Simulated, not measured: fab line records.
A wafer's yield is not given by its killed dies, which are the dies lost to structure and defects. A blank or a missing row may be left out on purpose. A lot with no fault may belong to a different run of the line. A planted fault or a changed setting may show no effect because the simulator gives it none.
Which tool is to blame? ; flow rit_cmos ; 18 wafers from 6 lots sampled at 2 of the route's 202 steps

## WHAT EACH GAUGE READ, for each wafer
RIT_PWELL_OVL_MEAS_06.
lot;measured;on;PWELL_OVL (nm)
L835;day 2 03:38;overlay-01;-0.6 -0.5 -2.7
L837;day 2 17:41;overlay-01;1.3 1.7 0.5
L842;day 3 14:03;overlay-02;242.9 241.3 240.8
L845;day 4 10:02;overlay-02;239.5 241.7 242.1
L848;day 4 21:52;overlay-02;-1.0 0.7 -1.3
L853;day 5 21:47;overlay-02;0.6 2.6 -0.4

## WHAT TOOL EACH LOT RAN ON (gives the tool, then ch and the chambers of the sampled wafers, and finally the start)
lot;RIT_PWELL_EXPOSE_03
L835;iline_stepper-02 ch 0, day 2 03:12
L837;iline_stepper-02 ch 0, day 2 17:17
L842;iline_stepper-01 ch 0, day 3 13:35
L845;iline_stepper-01 ch 0, day 4 09:31
L848;iline_stepper-02 ch 0, day 4 21:26
L853;iline_stepper-02 ch 0, day 5 21:22
- RIT_PWELL_EXPOSE_03: exposes mask M3, target cd 43700 nm.

## THE ANSWER, worked out from the rows above alone
Rule: usual is defined by the lots themselves. Put in order of their means at a reading, lots are off if they are a third of the lots or fewer, leave a main group of 4 or more, and stand apart from it by a gap of 3 or more times the standard deviation of the main group's means; of several such gaps the widest counts. The tables above print the reading to a certain number of digits; a main group whose means all agree to those digits is not used. Also off: a lot with no number at a reading for which 4 or more lots have one. Any other lot the step has rows for is counted as sound.
Off: L842, L845, at RIT_PWELL_OVL_MEAS_06 (PWELL_OVL). Main group: mean 0.1 nm, sd 1.
A tool fits if, at a process step before that reading, it ran every lot that is off, and no sound lot after the first of them. The gauges at RIT_PWELL_OVL_MEAS_06 are tried like those tools. One fits: RIT_PWELL_EXPOSE_03 on iline_stepper-01. It ran no sound lot before its first lot that is off in this sample, so the start can't be narrowed down.

## WHAT THE SIMULATOR PUT IN
Scanner matching overlay: iline_stepper-01, from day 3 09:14 on, at RIT_PWELL_EXPOSE_03. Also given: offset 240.
Shown lots that were struck: L842, L845. The rule given above showed the same thing.
